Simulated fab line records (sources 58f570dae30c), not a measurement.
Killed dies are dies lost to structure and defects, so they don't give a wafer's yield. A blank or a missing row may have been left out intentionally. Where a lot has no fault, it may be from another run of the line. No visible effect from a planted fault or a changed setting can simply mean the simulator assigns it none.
One fault through the eyes of 2 desks / flow berkeley cmos170 / numbers are kept per desk, each desk with only its own; the story behind them comes last

FROM THE METROLOGY DESK
Means of the sampled wafers that have a number, per lot and without regard to the tool the lot ran on: this is what the gauges read. Marked OUT: a lot whose mean sits more than 4 standard deviations from the usual mean, which makes it out of limits; the brackets give that distance.
Columns: A = cd nm at UCB170_NLDD_CD_MEAS_06, usual 1200.3 nm; B = NLDD_OVL at UCB170_NLDD_OVL_MEAS_07, usual -2 nm; C = NLDD_TW at UCB170_NLDD_TW_MEAS_11, usual 2207; D = SPACER_TEOS_THK at UCB170_SPACER_THK_MEAS_01, usual 376 nm
lot=L873; first seen here=day 8 02:00; A=1200.9; B=1; C=2204; D=382
lot=L881; first seen here=day 9 13:51; A=1201.7; B=-2; C=2215; D=394
lot=L880; first seen here=day 9 14:25; A=1201.9; B=3; C=2216; D=389
lot=L882; first seen here=day 10 07:56; A=1200.6; B=-4; C=2191; D=376
lot=L886; first seen here=day 10 19:27; A=1201.0; B=-5; C=2191; D=376
lot=L887; first seen here=day 11 02:39; A=1202.2; B=-4; C=2247; D=379
This desk found nothing out of limits on any of the 6 lots.

FOR THE TOOL OWNER'S DESK: pecvd-02
The tool's own readings at UCB170_SPACER_CVD_00 (deposits SiO2 from TEOS/O2, target thk 376 nm, time 47 s): means of the sampled wafers that have a number, for each lot that ran on this tool. Marked OUT: a lot whose mean sits more than 4 standard deviations from the usual mean, which makes it out of limits; the brackets give that distance.
Columns: A = heater power w at UCB170_SPACER_CVD_00, usual 243 W; B = pressure mtorr at UCB170_SPACER_CVD_00, usual 9002 mTorr; C = run length s at UCB170_SPACER_CVD_00, usual 75.1 s
lot=L873; first seen here=day 8 02:58; A=258; B=8997; C=75.4
lot=L881; first seen here=day 9 14:38; A=233; B=9023; C=76.4
lot=L880; first seen here=day 9 15:19; A=214; B=8998; C=77.3
This desk found nothing out of limits on any of the 3 lots.

ALL TOGETHER
Metrology desk: nothing out of limits seen.
The tool owner's desk saw nothing out of limits.

WHAT THE SIMULATOR PUT IN
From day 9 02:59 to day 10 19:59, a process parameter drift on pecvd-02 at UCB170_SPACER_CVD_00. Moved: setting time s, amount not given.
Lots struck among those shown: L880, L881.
